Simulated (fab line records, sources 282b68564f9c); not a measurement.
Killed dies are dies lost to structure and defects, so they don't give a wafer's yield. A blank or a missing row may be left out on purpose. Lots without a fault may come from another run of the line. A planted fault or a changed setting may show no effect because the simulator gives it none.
fab line records | flow rit_cmos
record lots=14 wafers=42 last_day=7
route steps=202 shown ACTIVE@14 PWELL@40 NRETRO@62 M1@198
lots that met no fault: from a run of the same line without faults
start_h: hours from the record's first day to the start of the lot's first wafer shown | wait_h: hours since the lot's step before | " the same as in the row above | L1.1+2: a row that stands for several wafers | - no value, or no start given | * or withheld: withheld | < > ~ a bound
route shown NAME@n: a module of which the file shows steps, and the number in the route of the first | usual: mean/standard deviation of fault-free wafers | same: alike in all rows | chamber/n: place in a boat | sites: the reading at each site | _std_site: their standard deviation | _edge_site: outer sites' mean less inner sites' | radius_mm: how far each site lies from the wafer's centre | mask NAME#n: copy n | behind: the tool/chamber that last shaped the wafer | hold: why the lot was held/for how many hours/how that ended | device: the transistor (n, p or np) that didn't switch | end of line: the same wafers' tests at the end of the route | a step without rows: its recipe alone | killed: dies lost to structure and defects at the first sort, not the wafer's yield | map: a wafer's dies, x killed, . not, _ none there
set.NAME: the setting as run; set.NAME@STEP: as run at that earlier step | model.NAME: the simulator's own value behind a step, which no gauge read
steps of the route over a sample of lots; a table a step, a row a wafer
services: from which hour (start_h, from the record's first day; less than 0 if before it) a tool's chamber was out of use, for how many hours, and why
## steps
# step RIT_ACTIVE_ETCH_13
# recipe stop_on=SiO2 chemistry=SF6 target=Si3N4 time_s=210 over_etch_frac=0.4 SF6_flow_sccm=200 pressure_mtorr=260 rf_w=125 target_depth_a=2100
# usual drypump_motor_current_A=5.8/0.44 oes_product_au=0.818/0.012 throttle_valve_pct=7.52/0.14
# columns lot.wafer tool chamber start_h wait_h drypump_motor_current_A oes_product_au rf_hours_counter_h throttle_valve_pct
L549.1 rie_diel-02 3 25.09 0.1 6.2 0.807 154 7.62
L549.2 " 2 " " 5.5 0.818 150 7.56
L549.6 " 1 " " 6.4 0.832 - 7.60
L550.2 rie_diel-03 1 27.09 0.1 6.2 0.820 138 7.28
L550.3 " 2 " " 5.3 0.832 113 7.57
L550.4 " 0 " " 5.7 0.808 38 7.55
L553.2 rie_diel-03 3 39.83 0.1 5.8 0.839 60 7.44
L553.3 " 1 " " 6.1 0.818 138 7.29
L553.4 " 0 " " 5.7 0.806 38 7.56
L554.3 rie_diel-03 3 44.71 0.1 5.8 0.829 60 7.46
L554.5 " 0 " " 5.7 0.814 - 7.56
L554.6 " 1 " " 6.1 0.820 - 7.29
L560.1 rie_diel-03 1 74.71 0.1 6.1 0.829 139 7.28
L560.5 " 3 " " 5.8 0.842 - 7.43
L560.6 " 2 " " 5.3 0.842 - 7.57
L561.2 rie_diel-03 3 79.83 0.1 5.8 0.837 61 7.45
L561.4 " 1 " " 6.2 0.827 139 7.28
L561.5 " 1 " " 6.2 0.828 - 7.25
L562.1 rie_diel-02 2 84.71 0.1 5.5 0.824 151 7.58
L562.3 " 0 " " 5.1 0.830 26 7.50
L562.6 " 0 " " 5.1 0.833 - 7.51
L563.1 rie_diel-04 2 89.83 0.1 5.4 0.820 7 7.71
L563.4 " 1 " " 6.1 0.822 43 7.30
L563.6 " 1 " " 6.1 0.823 - 7.29
L564.1 rie_diel-03 1 94.82 0.1 6.2 0.804 139 7.26
L564.3 " 2 " " 5.3 0.823 114 7.57
L564.6 " 0 " " 5.7 0.801 - 7.56
L565.1 rie_diel-02 2 99.83 0.1 5.5 0.803 151 7.57
L565.2 " 0 " " 5.1 0.826 27 7.50
L565.6 " 3 " " 6.2 0.788 - 7.64
L566.2 rie_diel-02 2 104.71 0.1 5.5 0.801 151 7.57
L566.4 " 1 " " 6.4 0.818 4 7.62
L566.5 " 2 " " 5.5 0.801 - 7.57
L567.1 rie_diel-04 1 111.24 0.1 6.1 0.824 44 7.29
L567.2 " 2 " " 5.3 0.822 7 7.73
L567.4 " 3 " " 5.1 0.800 88 7.75
L568.2 rie_diel-03 3 115.13 0.1 5.8 0.839 62 7.44
L568.3 " 3 " " 5.9 0.832 - 7.42
L568.5 " 3 " " 5.8 0.835 - 7.44
L569.3 rie_diel-02 2 120.02 0.1 5.5 0.796 152 7.58
L569.4 " 2 " " 5.5 0.804 - 7.57
L569.6 " 1 " " 6.5 0.821 - 7.62
# step RIT_PWELL_COAT_01
# recipe resist=NOVOLAK spin_rpm=1959 resist_thk_nm=1300
# usual chill_plate_temp_C=22.99/0.11 dispense_pressure_kPa=47.8/2.1
# columns lot.wafer tool chamber start_h wait_h chill_plate_temp_C dispense_pressure_kPa
L549.1 litho_track-01 0 31.36 0.1 22.76 45.1
L549.2 " 0 " " 22.92 45.1
L549.6 " 0 " " 22.79 45.1
L550.2 litho_track-03 0 33.49 0.1 23.03 49.2
L550.3 " 0 " " 23.02 49.2
L550.4 " 0 " " 22.98 49.3
L553.2 litho_track-03 - 46.10 0.1 - -
L553.3 " - " " - -
L553.4 " - " " - -
L554.3 litho_track-03 - 51.15 0.1 - -
L554.5 " - " " - -
L554.6 " - " " - -
L560.1 litho_track-03 0 81.26 0.1 22.99 49.3
L560.5 " 0 " " 23.06 49.2
L560.6 " 0 " " 22.80 49.3
L561.2 litho_track-01 0 86.69 0.1 23.07 45.1
L561.4 " 0 " " 22.98 45.1
L561.5 " 0 " " 22.86 45.1
L562.1 litho_track-04 0 92.22 0.1 23.07 49.5
L562.3 " 0 " " 23.04 49.5
L562.6 " 0 " " 23.06 49.5
L563.1 litho_track-03 0 96.09 0.1 23.01 49.3
L563.4 " 0 " " 23.04 49.3
L563.6 " 0 " " 23.10 49.3
L564.1 litho_track-04 0 101.33 0.1 23.07 49.5
L564.3 " 0 " " 22.84 49.5
L564.6 " 0 " " 23.02 49.6
L565.1 litho_track-03 0 107.47 0.1 22.87 49.2
L565.2 " 0 " " 22.80 49.3
L565.6 " 0 " " 22.91 49.3
L566.2 litho_track-03 0 111.97 0.1 23.03 49.3
L566.4 " 0 " " 22.95 49.2
L566.5 " 0 " " 22.98 49.3
L567.1 litho_track-01 0 118.20 0.1 22.75 45.1
L567.2 " 0 " " 22.95 45.1
L567.4 " 0 " " 22.84 45.1
L568.2 litho_track-03 0 121.54 0.1 23.07 49.3
L568.3 " 0 " " 23.08 49.3
L568.5 " 0 " " 23.24 49.3
L569.3 litho_track-04 0 127.30 0.1 22.97 49.6
L569.4 " 0 " " 22.98 49.5
L569.6 " 0 " " 22.96 49.5
# step RIT_PWELL_OVL_MEAS_06
# usual PWELL_OVL=-0.2/1.3
# columns lot.wafer tool chamber start_h wait_h PWELL_OVL[nm]
L549.1 overlay-01 - 32.14 - 0.1
L549.2 " - " " 1.9
L549.6 " - " " 0.7
L550.2 overlay-02 - 34.33 - 1.7
L550.3 " - " " 1.5
L550.4 " - " " 2.6
L553.2 overlay-01 - 47.01 - -
L553.3 " - " " -
L553.4 " - " " -
L554.3 overlay-02 - 51.96 - -
L554.5 " - " " -
L554.6 " - " " -
L560.1 overlay-01 - 82.02 - 0.2
L560.5 " - " " -0.3
L560.6 " - " " -0.2
L561.2 overlay-01 - 87.40 - -0.4
L561.4 " - " " -0.5
L561.5 " - " " -1.2
L562.1 overlay-02 - 92.95 - 0.2
L562.3 " - " " -0.6
L562.6 " - " " -0.7
L563.1 overlay-02 - 96.82 - 0.4
L563.4 " - " " -0.6
L563.6 " - " " -0.1
L564.1 overlay-01 - 102.06 - -0.8
L564.3 " - " " -2.4
L564.6 " - " " -1.8
L565.1 overlay-02 - 108.33 - 0.1
L565.2 " - " " 0.3
L565.6 " - " " 0.6
L566.2 overlay-01 - 112.81 - -2.0
L566.4 " - " " -2.1
L566.5 " - " " -2.9
L567.1 overlay-01 - 119.05 - 3.6
L567.2 " - " " 0.8
L567.4 " - " " 1.0
L568.2 overlay-01 - 122.48 - -0.1
L568.3 " - " " -0.8
L568.5 " - " " -0.4
L569.3 overlay-02 - 128.22 - -1.3
L569.4 " - " " -2.0
L569.6 " - " " -0.5
# step RIT_NRETRO_STRIP_09
# recipe chemistry=O2 time_s=180 resist=NOVOLAK platen_temp_c=withheld power_w=500 pressure_mtorr=4000 o2_flow_sccm=4000
# usual drypump_motor_current_A=5.3/0.51
# columns lot.wafer tool chamber start_h wait_h drypump_motor_current_A rf_hours_counter_h
L549.1 plasma_asher-01 0 39.61 0.1 4.7 39
L549.2 " 1 " " 5.2 39
L549.6 " 0 " " 4.7 -
L550.2 plasma_asher-01 1 41.84 0.1 5.2 39
L550.3 " 1 " " 5.2 -
L550.4 " 0 " " 4.7 -
L553.2 plasma_asher-01 0 54.32 0.1 4.7 40
L553.3 " 1 " " 5.2 -
L553.4 " 0 " " 4.7 -
L554.3 plasma_asher-01 1 59.32 0.1 5.2 -
L554.5 " 0 " " 4.7 -
L554.6 " 1 " " 5.2 -
L560.1 plasma_asher-02 0 89.33 0.1 5.9 47
L560.5 " 1 " " 5.8 -
L560.6 " 0 " " 5.9 -
L561.2 plasma_asher-01 0 94.83 0.1 4.7 45
L561.4 " 1 " " 5.2 -
L561.5 " 0 " " 4.7 -
L562.1 plasma_asher-01 0 100.39 0.1 4.7 45
L562.3 " 0 " " 4.7 -
L562.6 " 0 " " 4.7 -
L563.1 plasma_asher-03 1 105.07 0.1 5.8 44
L563.4 " 0 " " 6.0 -
L563.6 " 0 " " 5.9 -
L564.1 plasma_asher-03 1 109.37 0.1 5.8 45
L564.3 " 1 " " 5.8 -
L564.6 " 0 " " 6.0 -
L565.1 plasma_asher-01 0 115.88 0.1 4.7 47
L565.2 " 1 " " 5.2 47
L565.6 " 1 " " 5.2 -
L566.2 plasma_asher-01 1 120.11 0.1 5.2 48
L566.4 " 1 " " 5.2 -
L566.5 " 0 " " 4.6 -
L567.1 plasma_asher-02 1 126.52 0.1 5.8 1
L567.2 " 0 " " 5.9 1
L567.4 " 0 " " 5.9 -
L568.2 plasma_asher-03 1 130.40 0.1 5.9 47
L568.3 " 1 " " 5.8 -
L568.5 " 1 " " 5.8 -
L569.3 plasma_asher-01 0 135.57 0.1 4.7 -
L569.4 " 1 " " 5.2 -
L569.6 " 0 " " 4.7 -
# step RIT_M1_STRIP_14
# recipe chemistry=O2 time_s=180 platen_temp_c=withheld power_w=500 pressure_mtorr=4000 o2_flow_sccm=4000
# usual drypump_motor_current_A=5.6/0.48
# columns lot.wafer tool chamber start_h wait_h drypump_motor_current_A rf_hours_counter_h
L549.1 plasma_asher-01 1 64.29 0.0 5.2 42
L549.2 " 0 " " 4.7 42
L549.6 " 1 " " 5.2 -
L550.2 plasma_asher-03 1 67.02 0.0 5.8 40
L550.3 " 0 " " 5.9 -
L550.4 " 1 " " 5.8 -
L553.2 plasma_asher-02 1 80.00 0.0 5.8 46
L553.3 " 0 " " 5.9 -
L553.4 " 1 " " 5.8 -
L554.3 plasma_asher-01 1 85.05 0.1 5.2 -
L554.5 " 1 " " 5.2 -
L554.6 " 0 " " 4.7 -
L560.1 plasma_asher-01 1 114.58 0.0 5.2 47
L560.5 " 0 " " 4.7 -
L560.6 " 1 " " 5.2 -
L561.2 plasma_asher-03 1 122.73 0.0 5.8 46
L561.4 " 0 " " 6.0 -
L561.5 " 1 " " 5.9 -
L562.1 plasma_asher-02 1 127.43 0.0 5.8 1
L562.3 " 0 " " 5.9 -
L562.6 " 1 " " 5.9 -
L563.1 plasma_asher-02 0 129.98 0.0 5.9 1
L563.4 " 1 " " 5.8 -
L563.6 " 0 " " 5.9 -
L564.1 plasma_asher-03 0 136.42 0.0 5.9 48
L564.3 " 1 " " 5.9 -
L564.6 " 0 " " 5.9 -
L565.1 plasma_asher-02 1 141.71 0.0 5.8 3
L565.2 " 0 " " 5.9 3
L565.6 " 1 " " 5.9 -
L566.2 plasma_asher-03 0 145.49 0.0 5.9 49
L566.4 " 0 " " 6.0 -
L566.5 " 1 " " 5.8 -
L567.1 plasma_asher-02 1 151.28 0.0 5.8 4
L567.2 " 0 " " 5.9 4
L567.4 " 0 " " 5.9 -
L568.2 plasma_asher-01 1 155.85 0.0 5.2 51
L568.3 " 0 " " 4.6 -
L568.5 " 1 " " 5.2 -
L569.3 plasma_asher-01 0 161.54 0.1 4.7 -
L569.4 " 1 " " 5.2 -
L569.6 " 0 " " 4.6 -
## services
# columns tool chamber start_h hours kind
rie_diel-04 2 27.79 10.4 repair
rie_diel-03 0 33.76 4.5 repair
rie_diel-02 - 39.46 1.9 repair
rie_diel-04 1 46.52 11.5 repair
rie_diel-04 1 58.94 12.4 repair
rie_diel-04 3 63.48 12.8 repair
rie_diel-02 - 71.46 2.8 pm
rie_diel-04 2 78.94 5.8 repair
plasma_asher-02 - 108.75 9.0 pm
plasma_asher-02 0 108.75 9.0 vent_cycle
plasma_asher-02 1 108.75 9.0 vent_cycle
rie_diel-03 0 109.35 9.4 repair
rie_diel-03 1 113.32 8.1 repair
rie_diel-04 3 114.91 13.8 repair
rie_diel-02 3 117.52 - clean
rie_diel-02 3 117.52 15.7 scheduled_down
rie_diel-02 3 117.52 15.7 vent_cycle
plasma_asher-02 0 117.75 - clean
plasma_asher-02 1 117.75 - clean
rie_diel-04 0 123.08 3.4 repair
rie_diel-02 2 126.91 3.8 repair
rie_diel-02 2 136.40 - clean
rie_diel-02 2 136.40 21.3 scheduled_down
rie_diel-04 2 154.73 7.5 repair
## key
first_sign step=RIT_PWELL_COAT_01 reading=tool_record direction=missing
effect step=RIT_PWELL_OVL_MEAS_06 reading=PWELL_OVL direction=missing
met_at RIT_PWELL_COAT_01
struck_lots L553,L554
sort_left_out L553.2,L553.3,L553.4,L554.3,L554.5,L554.6
tester_left_out L553,L554
not_acting_at RIT_ACTIVE_ETCH_13,RIT_NRETRO_STRIP_09,RIT_M1_STRIP_14
onset_between 33.49 46.10
fault kind=skipped_step_whole tool=litho_track-03 chamber=- onset_h=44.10 steps=RIT_PWELL_COAT_01 scope=struck_lots_only
# tester_left_out: of these lots the tester's yield and bins aren't shown, on N5 and GAA mostly nor the transistor test; their killed dies are dies lost to structure and defects alone, not to doping, threshold or leakage, so they don't give the yield
# sort_left_out: the simulated sort isn't trusted on such a fault, so these wafers' sort isn't shown, and their yield isn't known
